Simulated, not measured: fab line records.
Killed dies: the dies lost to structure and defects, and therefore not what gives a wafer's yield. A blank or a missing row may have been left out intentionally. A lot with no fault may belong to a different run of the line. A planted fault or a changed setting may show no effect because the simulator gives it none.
Which tool did it? | flow berkeleyCmos170 | 7 lots, 21 wafers sampled, at 2 steps of a route of 331

## WHAT EACH GAUGE READ, for each wafer
UCB170_PFIELD_TW_MEAS_09.
lot  | measured    | on           | PFIELD_TW
L283 | day 5 08:41 | filmMetro-01 | 598 595 596
L288 | day 6 12:40 | filmMetro-01 | 596 592 600
L291 | day 6 19:49 | filmMetro-02 | 596 595 598
L293 | day 7 12:19 | filmMetro-01 | 601 601 601
L296 | day 8 01:11 | filmMetro-02 | 590 591 592
L298 | day 8 02:53 | filmMetro-02 | 593 592 590
L305 | day 9 15:31 | filmMetro-03 | 609 609 610

## EACH LOT AND THE TOOL THAT RAN IT (in order: tool; ch and the chambers of the sampled wafers; start)
lot  | UCB170_PFIELD_IMPLANT_07
L283 | implanter-03 ch 0, day 5 08:26
L288 | implanter-04 ch 0, day 6 12:23
L291 | implanter-04 ch 0, day 6 19:34
L293 | implanter-03 ch 0, day 7 12:05
L296 | implanter-03 ch 0, day 8 00:56
L298 | implanter-01 ch 0, day 8 02:40
L305 | implanter-03 ch 0, day 9 15:18
- UCB170_PFIELD_IMPLANT_07

## THE ANSWER, worked out from the rows above alone
Rule: what is usual is taken from the lots themselves. Put in order of their means at a reading, lots are off if they are a third of the lots or fewer, leave a main group of 4 or more, and stand apart from it by a gap of 3 or more times the standard deviation of the main group's means; of several such gaps the widest counts. If all means in a main group match to the digits the tables above print for the reading, that group is not used. Also off: a lot with no number at a reading for which 4 or more lots have one. All remaining lots with rows at the step are treated as sound.
Nothing can be told from this: no lot is off at any reading shown.

## WHAT THE SIMULATOR HAD INSERTED
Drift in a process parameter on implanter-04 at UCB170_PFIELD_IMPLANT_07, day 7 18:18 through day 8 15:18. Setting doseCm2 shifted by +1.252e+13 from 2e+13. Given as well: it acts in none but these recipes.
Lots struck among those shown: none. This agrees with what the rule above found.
